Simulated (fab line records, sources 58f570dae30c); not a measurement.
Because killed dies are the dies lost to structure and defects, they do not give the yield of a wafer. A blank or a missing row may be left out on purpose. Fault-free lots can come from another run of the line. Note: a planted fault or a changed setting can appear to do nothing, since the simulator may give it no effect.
Matching of chambers	flow berkeleyCmos170	4 sister chambers for UCB170_M3_ETCH_17 on rieDiel-02
The step etches BARC in N2/H2. 8 wafers are shown with their chamber, then 9 later ones without.

WAFERS WITH THEIR CHAMBER
wafer	chamber	throttleValvePct (%)	oesProductAu (a.u.)
L459.3	2	13.71	1.035
L462.4	1	13.03	0.998
L462.5	3	13.82	1.039
L464.3	1	13.03	1.000
L464.5	0	13.54	1.025
L465.1	2	13.70	1.028
L465.2	3	13.81	1.029
L465.6	0	13.55	1.021

WAFERS WITHOUT THEIR CHAMBER
wafer	throttleValvePct (%)	oesProductAu (a.u.)
L467.1	13.81	1.034
L467.3	13.04	0.989
L467.5	13.53	1.031
L472.3	13.05	0.990
L472.5	13.03	0.992
L472.6	13.70	1.042
L474.1	13.05	0.977
L474.4	13.70	1.039
L474.5	13.81	1.025

CHAMBER TAKEN BY EACH
wafer	from the rows above	in truth
L467.1	3	3
L467.3	1	1
L467.5	0	0
L472.3	1	1
L472.5	1	1
L472.6	2	2
L474.1	1	1
L474.4	2	2
L474.5	3	3
9 of 9 placed correctly. Number that these rows cannot place: 0. Number placed wrongly: 0.
How it was worked out, from the rows above alone: a wafer's distance from a chamber is the root of the sum, over the readings, of the square of ((its reading less the chamber's mean) divided by the reading's scatter). The wafer belongs to the nearest chamber; if the next one is less than 2 further off, it can't be placed. Each chamber's mean is taken over the wafers shown for it. How the scatter is found: for the shown wafers, subtract from each reading the mean of its chamber, square and add these, divide the total by (wafers less chambers), then take the root.
